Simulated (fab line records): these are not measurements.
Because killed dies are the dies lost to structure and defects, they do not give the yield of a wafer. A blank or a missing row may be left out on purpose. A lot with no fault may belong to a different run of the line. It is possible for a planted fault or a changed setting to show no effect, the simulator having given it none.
fab line records    flow berkeley_cmos170
record: lots: 14  wafers: 42  last_day: 12
route steps=331 shown PWELL@50 FIELD@91 PLDD@153 CONTACT@222
lots that met no fault: from a run of the same line without faults
start_h: hours from the record's opening day to when the first of the lot's shown wafers began    wait_h: hours from the lot's prior step to this one    " repeats the value in the row above    L1.1+2: a row that stands for several wafers    - no value, or no start given    * or withheld: withheld    < > ~ a bound
route shown NAME@n: NAME is a module with steps in the file, n the number in the route of the first one    usual: mean/standard deviation of fault-free wafers    same: alike in all rows    chamber/n: place in a boat    sites: the reading at each site    _std_site: the values' standard deviation    _edge_site: inner sites' mean taken away from outer sites' mean    radius_mm: for every site, how far away it sits from the centre of the wafer    mask NAME#n: copy n    behind: tool/chamber where the wafer was last shaped    hold: reason for holding the lot/hours on hold/outcome of the hold    device: transistor that didn't switch, given as n, p or np    end of line: the route-end tests of the same wafers    for a step that has no rows: nothing shown but its recipe    killed: not the wafer's yield, but the dies lost to structure and defects at the first sort    map: dies across one wafer; x = killed, . = not, _ = none there
set.NAME: the setting as run; set.NAME@STEP: as run at that earlier step    model.NAME: the simulator's own value behind a step, which no gauge read
the route's steps for a sample of lots (tables are steps, rows are wafers)
services: the hour from which a tool's chamber was out of use, counted from the record's first day as start_h (under 0 if before that day), plus the number of hours and why
== steps ==
step: UCB170_PWELL_STRIP_16
recipe: chemistry: O2  power_w: 400  pressure_mtorr: 3500  platen_temp_c: withheld  o2_flow_sccm: 400  overash_fraction: 0.5
usual: drypump_motor_current_A: 5.7/0.39  oes_product_au: 0.722/0.0045  strip_time_to_endpoint_s: 18.09/0.11
lot.wafer  tool             chamber  start_h  wait_h  drypump_motor_current_A  oes_product_au  rf_hours_counter_h  strip_time_to_endpoint_s
L675.1     plasma_asher-04  0        61.01    0.1     6.0                      0.720           27                  18.18
L675.2     "                1        "        "       6.1                      0.725           27                  17.88
L675.4     "                0        "        "       6.0                      0.716           -                   18.12
L677.2     plasma_asher-04  0        73.93    0.1     6.0                      0.716           28                  18.25
L677.3     "                1        "        "       6.0                      0.726           -                   17.95
L677.5     "                1        "        "       6.1                      0.721           -                   17.99
L678.1     plasma_asher-03  0        74.20    0.1     5.7                      0.725           34                  18.07
L678.2     "                1        "        "       5.2                      0.721           34                  18.24
L678.5     "                1        "        "       5.2                      0.729           -                   18.30
L676.1     plasma_asher-04  0        74.40    0.1     6.0                      0.724           28                  17.92
L676.2     "                1        "        "       6.1                      0.722           28                  18.13
L676.6     "                0        "        "       6.0                      0.718           -                   17.91
L679.1     plasma_asher-02  1        74.65    0.1     6.1                      0.723           31                  17.98
L679.3     "                0        "        "       5.2                      0.723           -                   18.16
L679.6     "                1        "        "       6.1                      0.721           -                   18.02
L681.3     plasma_asher-04  0        87.62    0.1     6.0                      0.724           -                   18.05
L681.5     "                1        "        "       6.1                      0.719           -                   17.96
L681.6     "                0        "        "       6.0                      0.720           -                   18.13
L682.1     plasma_asher-02  1        100.02   0.1     6.1                      0.716           34                  18.13
L682.2     "                0        "        "       5.2                      0.719           34                  18.26
L682.6     "                1        "        "       6.1                      0.728           -                   18.17
L687.1     plasma_asher-02  1        117.76   0.1     6.2                      0.717           36                  18.14
L687.3     "                0        "        "       5.2                      0.720           -                   17.98
L687.4     "                1        "        "       6.2                      0.719           -                   17.94
L685.1     plasma_asher-04  0        118.09   0.1     6.0                      0.726           32                  18.01
L685.5     "                1        "        "       6.1                      0.726           -                   18.13
L685.6     "                0        "        "       6.0                      0.721           -                   18.15
L689.3     plasma_asher-03  0        125.51   0.1     5.7                      0.718           -                   18.28
L689.4     "                1        "        "       5.2                      0.723           -                   18.01
L689.6     "                0        "        "       5.7                      0.728           -                   18.03
L692.1     plasma_asher-03  0        146.75   0.1     5.7                      0.726           44                  18.06
L692.2     "                1        "        "       5.2                      0.717           44                  18.09
L692.4     "                0        "        "       5.7                      0.716           -                   18.06
L694.3     plasma_asher-04  1        147.50   0.1     6.1                      0.723           -                   18.03
L694.4     "                0        "        "       6.0                      0.723           -                   17.98
L694.6     "                1        "        "       6.1                      0.718           -                   18.12
L696.3     plasma_asher-02  0        160.07   0.1     5.2                      0.724           -                   17.91
L696.4     "                1        "        "       6.2                      0.721           -                   17.97
L696.5     "                1        "        "       6.1                      0.728           -                   17.82
L698.3     plasma_asher-03  1        171.21   0.1     5.2                      0.723           -                   18.11
L698.4     "                0        "        "       5.7                      0.721           -                   18.03
L698.6     "                0        "        "       5.7                      0.718           -                   18.11
step: UCB170_FIELD_THK_MEAS_02
recipe: reads: SiO2_of_FIELD_OXIDATION_01
usual: FIELD_OXIDE_THK: 565/10
lot.wafer  tool           chamber  start_h  wait_h  FIELD_OXIDE_THK[nm]
L675.1     film_metro-03  -        102.98   0.0     563
L675.2     "              -        "        "       560
L675.4     "              -        "        "       560
L678.1     film_metro-03  -        119.83   0.0     580
L678.2     "              -        "        "       582
L678.5     "              -        "        "       579
L679.1     film_metro-02  -        119.83   0.0     569
L679.3     "              -        "        "       568
L679.6     "              -        "        "       572
L676.1     film_metro-03  -        119.89   0.1     574
L676.2     "              -        "        "       574
L676.6     "              -        "        "       577
L677.2     film_metro-02  -        119.90   0.1     579
L677.3     "              -        "        "       574
L677.5     "              -        "        "       593
L681.3     film_metro-04  -        132.74   0.0     561
L681.5     "              -        "        "       561
L681.6     "              -        "        "       545
L682.1     film_metro-04  -        140.14   0.0     571
L682.2     "              -        "        "       572
L682.6     "              -        "        "       570
L685.1     film_metro-03  -        159.00   0.0     576
L685.5     "              -        "        "       569
L685.6     "              -        "        "       572
L687.1     film_metro-04  -        159.03   0.0     561
L687.3     "              -        "        "       559
L687.4     "              -        "        "       564
L689.3     film_metro-03  -        166.36   0.0     556
L689.4     "              -        "        "       561
L689.6     "              -        "        "       569
L692.1     film_metro-04  -        188.72   0.0     555
L692.2     "              -        "        "       547
L692.4     "              -        "        "       564
L694.3     film_metro-02  -        188.80   0.1     553
L694.4     "              -        "        "       555
L694.6     "              -        "        "       559
L696.3     film_metro-03  -        202.52   0.0     565
L696.4     "              -        "        "       569
L696.5     "              -        "        "       557
L698.3     film_metro-03  -        216.60   0.1     565
L698.4     "              -        "        "       565
L698.6     "              -        "        "       563
step: UCB170_PLDD_IMPLANT_08
recipe: species: BF2  dose_cm2: 5e+13  energy_kev: 10  tilt_deg: 7  rotation_deg: 0
usual: beam_on_s: 10.01/0.2  dose_ions_cm2: 5e+13/5.2e+10  faraday_current_uA: 158/3  tilt_deg: 6.995/0.018
lot.wafer  tool          chamber  start_h  wait_h  beam_on_s  dose_ions_cm2  faraday_current_uA  tilt_deg
L675.1     implanter-04  0        145.55   0.0     10.05      4.994e+13      158                 7.003
L675.2     "             0        "        "       10.03      4.997e+13      158                 6.992
L675.4     "             0        "        "       9.79       4.993e+13      161                 6.988
L679.1     implanter-01  0        167.71   0.0     10.02      4.994e+13      158                 7.027
L679.3     "             0        "        "       9.68       5.005e+13      164                 7.013
L679.6     "             0        "        "       10.18      5.001e+13      156                 6.976
L676.1     implanter-03  0        167.98   0.0     10.08      5.001e+13      158                 7.016
L676.2     "             0        "        "       10.19      5.004e+13      156                 6.986
L676.6     "             0        "        "       10.05      4.996e+13      158                 6.977
L678.1     implanter-01  0        168.26   0.0     9.95       4.998e+13      159                 6.969
L678.2     "             0        "        "       10.07      5.005e+13      157                 6.975
L678.5     "             0        "        "       10.03      5.002e+13      158                 6.968
L677.2     implanter-04  0        168.28   0.0     10.07      5e+13          157                 6.998
L677.3     "             0        "        "       10.19      4.992e+13      155                 7.001
L677.5     "             0        "        "       10.08      5.006e+13      157                 6.983
L681.3     implanter-01  0        171.87   0.1     9.95       4.998e+13      159                 7.010
L681.5     "             0        "        "       10.06      4.994e+13      158                 7.016
L681.6     "             0        "        "       9.64       5.002e+13      164                 6.987
L682.1     implanter-04  0        192.18   0.0     9.73       5e+13          163                 6.991
L682.2     "             0        "        "       10.08      4.993e+13      157                 7.023
L682.6     "             0        "        "       10.03      5.003e+13      158                 6.979
L685.1     implanter-03  0        204.84   0.0     10.11      4.994e+13      157                 7.020
L685.5     "             0        "        "       9.85       4.996e+13      162                 7.016
L685.6     "             0        "        "       10.03      4.992e+13      157                 6.977
L687.1     implanter-01  0        205.82   0.0     9.92       5.004e+13      160                 7.029
L687.3     "             0        "        "       10.05      4.996e+13      157                 7.016
L687.4     "             0        "        "       9.67       5.001e+13      163                 7.017
L689.3     implanter-01  0        215.82   0.1     13.05      8.453e+13      205                 7.017
L689.4     "             0        "        "       13.15      8.454e+13      204                 6.996
L689.6     "             0        "        "       13.41      8.451e+13      199                 7.035
L692.1     implanter-01  0        231.08   0.0     13.60      8.451e+13      197                 6.999
L692.2     "             0        "        "       13.14      8.448e+13      203                 6.995
L692.4     "             0        "        "       13.24      8.461e+13      202                 6.983
L694.3     implanter-03  0        231.37   0.1     9.95       5.007e+13      159                 6.974
L694.4     "             0        "        "       10.03      5.009e+13      159                 6.981
L694.6     "             0        "        "       10.21      5.004e+13      155                 6.989
L696.3     implanter-04  0        245.53   0.1     10.13      5e+13          157                 6.975
L696.4     "             0        "        "       10.03      5e+13          159                 6.993
L696.5     "             0        "        "       10.22      5.003e+13      155                 6.965
L698.3     implanter-03  0        257.15   0.1     10.42      5.002e+13      152                 6.985
L698.4     "             0        "        "       10.03      5.001e+13      158                 6.994
L698.6     "             0        "        "       9.92       4.998e+13      160                 7.024
step: UCB170_PLDD_TW_MEAS_11
usual: PLDD_TW: 1004/7.8
lot.wafer  tool           chamber  start_h  wait_h  PLDD_TW
L675.1     film_metro-02  -        145.95   0.1     1000
L675.2     "              -        "        "       1005
L675.4     "              -        "        "       1007
L679.1     film_metro-01  -        168.11   0.1     997
L679.3     "              -        "        "       987
L679.6     "              -        "        "       992
L676.1     film_metro-02  -        168.38   0.1     1014
L676.2     "              -        "        "       1006
L676.6     "              -        "        "       1010
L678.1     film_metro-01  -        168.66   0.1     992
L678.2     "              -        "        "       994
L678.5     "              -        "        "       996
L677.2     film_metro-03  -        168.67   0.1     1011
L677.3     "              -        "        "       1009
L677.5     "              -        "        "       1017
L681.3     film_metro-01  -        172.24   0.1     995
L681.5     "              -        "        "       991
L681.6     "              -        "        "       995
L682.1     film_metro-02  -        192.58   0.1     1011
L682.2     "              -        "        "       1011
L682.6     "              -        "        "       1010
L685.1     film_metro-02  -        205.24   0.1     1008
L685.5     "              -        "        "       1007
L685.6     "              -        "        "       1011
L687.1     film_metro-01  -        206.22   0.1     998
L687.3     "              -        "        "       1002
L687.4     "              -        "        "       1002
L689.3     film_metro-02  -        216.19   0.1     1106
L689.4     "              -        "        "       1110
L689.6     "              -        "        "       1103
L692.1     film_metro-01  -        231.48   0.1     1090
L692.2     "              -        "        "       1090
L692.4     "              -        "        "       1085
L694.3     film_metro-01  -        231.74   0.1     991
L694.4     "              -        "        "       993
L694.6     "              -        "        "       986
L696.3     film_metro-01  -        245.90   0.1     1007
L696.4     "              -        "        "       1005
L696.5     "              -        "        "       1006
L698.3     film_metro-03  -        257.52   0.1     1010
L698.4     "              -        "        "       1007
L698.6     "              -        "        "       1010
step: UCB170_SDANNEAL_RS_MEAS_04
recipe: thk_meas_gauge: four-point-probe
usual: PLDD_RS: 1031.0/2.5
lot.wafer  tool           chamber  start_h  wait_h  PLDD_RS[ohm/sq]
L675.1     film_metro-03  -        158.51   0.1     1032.3
L675.2     "              -        "        "       1032.1
L675.4     "              -        "        "       1030.5
L676.1     film_metro-01  -        180.89   0.1     1027.0
L676.2     "              -        "        "       1029.5
L676.6     "              -        "        "       1028.1
L679.1     film_metro-02  -        181.31   0.1     1031.1
L679.3     "              -        "        "       1031.6
L679.6     "              -        "        "       1032.9
L677.2     film_metro-03  -        181.79   0.1     1027.7
L677.3     "              -        "        "       1028.7
L677.5     "              -        "        "       1030.7
L678.1     film_metro-02  -        182.41   0.1     1027.8
L678.2     "              -        "        "       1033.8
L678.5     "              -        "        "       1030.6
L681.3     film_metro-02  -        184.34   0.1     1031.2
L681.5     "              -        "        "       1030.0
L681.6     "              -        "        "       1027.5
L682.1     film_metro-01  -        209.65   0.1     1030.5
L682.2     "              -        "        "       1030.4
L682.6     "              -        "        "       1032.9
L685.1     film_metro-02  -        218.16   0.1     1035.7
L685.5     "              -        "        "       1032.1
L685.6     "              -        "        "       1032.2
L687.1     film_metro-02  -        218.82   0.1     1028.9
L687.3     "              -        "        "       1030.7
L687.4     "              -        "        "       1029.9
L689.3     film_metro-02  -        231.91   0.1     818.8
L689.4     "              -        "        "       820.1
L689.6     "              -        "        "       819.0
L694.3     film_metro-02  -        247.18   0.1     1035.2
L694.4     "              -        "        "       1032.9
L694.6     "              -        "        "       1029.9
L692.1     film_metro-03  -        247.20   0.1     818.7
L692.2     "              -        "        "       817.9
L692.4     "              -        "        "       819.1
L696.3     film_metro-02  -        258.81   0.1     1029.7
L696.4     "              -        "        "       1032.6
L696.5     "              -        "        "       1033.7
L698.3     film_metro-01  -        272.13   0.1     1037.4
L698.4     "              -        "        "       1033.8
L698.6     "              -        "        "       1034.7
step: UCB170_CONTACT_STRIP_06
recipe: chemistry: O2  power_w: 400  pressure_mtorr: 3500  platen_temp_c: withheld  o2_flow_sccm: 400  overash_fraction: 0.5
usual: drypump_motor_current_A: 5.6/0.39  oes_product_au: 0.735/0.0049  strip_time_to_endpoint_s: 21.96/0.065
lot.wafer  tool             chamber  start_h  wait_h  drypump_motor_current_A  oes_product_au  rf_hours_counter_h  strip_time_to_endpoint_s
L675.1     plasma_asher-01  0        161.65   0.1     5.7                      0.737           6                   21.91
L675.2     "                1        "        "       5.1                      0.734           6                   21.97
L675.4     "                1        "        "       5.1                      0.728           -                   21.92
L676.1     plasma_asher-01  1        183.99   0.1     5.1                      0.735           9                   21.93
L676.2     "                0        "        "       5.7                      0.734           9                   21.92
L676.6     "                1        "        "       5.1                      0.732           -                   21.95
L679.1     plasma_asher-01  0        184.44   0.1     5.7                      0.731           9                   21.95
L679.3     "                0        "        "       5.7                      0.738           -                   21.89
L679.6     "                1        "        "       5.1                      0.737           -                   21.95
L677.2     plasma_asher-01  0        185.79   0.1     5.7                      0.732           9                   21.88
L677.3     "                0        "        "       5.7                      0.734           -                   21.91
L677.5     "                0        "        "       5.7                      0.738           -                   21.99
L678.1     plasma_asher-04  1        185.79   0.1     6.1                      0.735           42                  21.91
L678.2     "                0        "        "       6.0                      0.726           42                  21.95
L678.5     "                1        "        "       6.1                      0.744           -                   21.93
L681.3     plasma_asher-04  0        187.79   0.1     6.0                      0.734           -                   22.15
L681.5     "                0        "        "       6.0                      0.737           -                   22.08
L681.6     "                1        "        "       6.1                      0.738           -                   22.08
L682.1     plasma_asher-04  1        213.63   0.1     6.1                      0.744           45                  21.97
L682.2     "                0        "        "       6.0                      0.734           45                  21.95
L682.6     "                0        "        "       6.0                      0.744           -                   21.96
L685.1     plasma_asher-01  0        221.40   0.1     5.7                      0.737           14                  22.01
L685.5     "                0        "        "       5.7                      0.739           -                   21.90
L685.6     "                1        "        "       5.1                      0.733           -                   21.91
L687.1     plasma_asher-04  1        223.09   0.1     6.1                      0.734           46                  21.97
L687.3     "                0        "        "       6.0                      0.736           -                   21.92
L687.4     "                1        "        "       6.1                      0.736           -                   21.92
L689.3     plasma_asher-01  0        234.99   0.1     5.7                      0.738           -                   22.03
L689.4     "                1        "        "       5.1                      0.739           -                   22.03
L689.6     "                1        "        "       5.1                      0.732           -                   21.95
L692.1     plasma_asher-04  1        251.28   0.1     6.1                      0.736           50                  21.98
L692.2     "                0        "        "       6.0                      0.736           50                  21.89
L692.4     "                1        "        "       6.1                      0.729           -                   21.96
L694.3     plasma_asher-01  1        251.38   0.1     5.1                      0.730           -                   21.87
L694.4     "                0        "        "       5.7                      0.742           -                   21.96
L694.6     "                0        "        "       5.7                      0.737           -                   21.89
L696.3     plasma_asher-01  1        261.88   0.1     5.1                      0.741           -                   21.81
L696.4     "                0        "        "       5.7                      0.738           -                   22.01
L696.5     "                0        "        "       5.7                      0.726           -                   21.97
L698.3     plasma_asher-04  0        276.13   0.1     6.0                      0.736           -                   21.97
L698.4     "                1        "        "       6.1                      0.738           -                   22.01
L698.6     "                0        "        "       6.0                      0.734           -                   21.91
== services ==
tool             chamber  start_h  hours  kind
implanter-03     -        44.22    3.0    repair
implanter-01     -        94.35    3.0    repair
implanter-04     -        97.77    4.3    repair
plasma_asher-03  -        101.26   1.5    repair
plasma_asher-02  -        105.68   4.4    repair
plasma_asher-01  -        108.75   9.0    pm
plasma_asher-01  0        108.75   9.0    vent_cycle
plasma_asher-01  1        108.75   9.0    vent_cycle
plasma_asher-04  -        110.90   6.5    repair
plasma_asher-01  -        117.75   2.8    pm
plasma_asher-01  0        117.75   -      clean
plasma_asher-01  1        117.75   -      clean
plasma_asher-02  -        128.14   28.1   pm
plasma_asher-04  -        133.46   7.6    repair
implanter-01     -        136.04   28.5   repair
plasma_asher-04  -        159.68   0.6    repair
implanter-01     -        195.63   2.7    pm
plasma_asher-02  -        216.29   3.6    repair
implanter-03     -        217.38   5.6    pm
implanter-03     -        225.20   3.6    repair
implanter-03     -        242.27   7.1    repair
implanter-01     -        260.02   0.7    repair
== key ==
first_sign: step: UCB170_PLDD_IMPLANT_08  reading: dose_ions_cm2  direction: up  sigmas: 99+  usual: 5e+13  struck: 8.453e+13
effect: step: UCB170_PLDD_IMPLANT_08  reading: beam_on_s  direction: up  sigmas: 17  usual: 10.01  struck: 13.27
effect: step: UCB170_PLDD_TW_MEAS_11  reading: PLDD_TW  direction: up  sigmas: 12  usual: 1004  struck: 1097
effect: step: UCB170_SDANNEAL_RS_MEAS_04  reading: PLDD_RS  direction: down  sigmas: 83  usual: 1031.0  struck: 818.9
met_at UCB170_PLDD_IMPLANT_08
struck_lots L689,L692
tester_left_out L689,L692
not_acting_at UCB170_PWELL_STRIP_16,UCB170_FIELD_THK_MEAS_02,UCB170_CONTACT_STRIP_06
onset_between 205.82 215.82
fault: kind: process_parameter_drift  tool: implanter-01  chamber: -  onset_h: 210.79  steps: UCB170_PLDD_IMPLANT_08  channel: dose_cm2  offset: 3.4528e+13  shape: step  end_h: 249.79  acts_in: these_recipes_only  stated: 5e+13
tester_left_out: of these lots the tester's yield and bins aren't shown, on N5 and GAA mostly nor the transistor test; their killed dies are dies lost to structure and defects alone, not to doping, threshold or leakage, so they don't give the yield
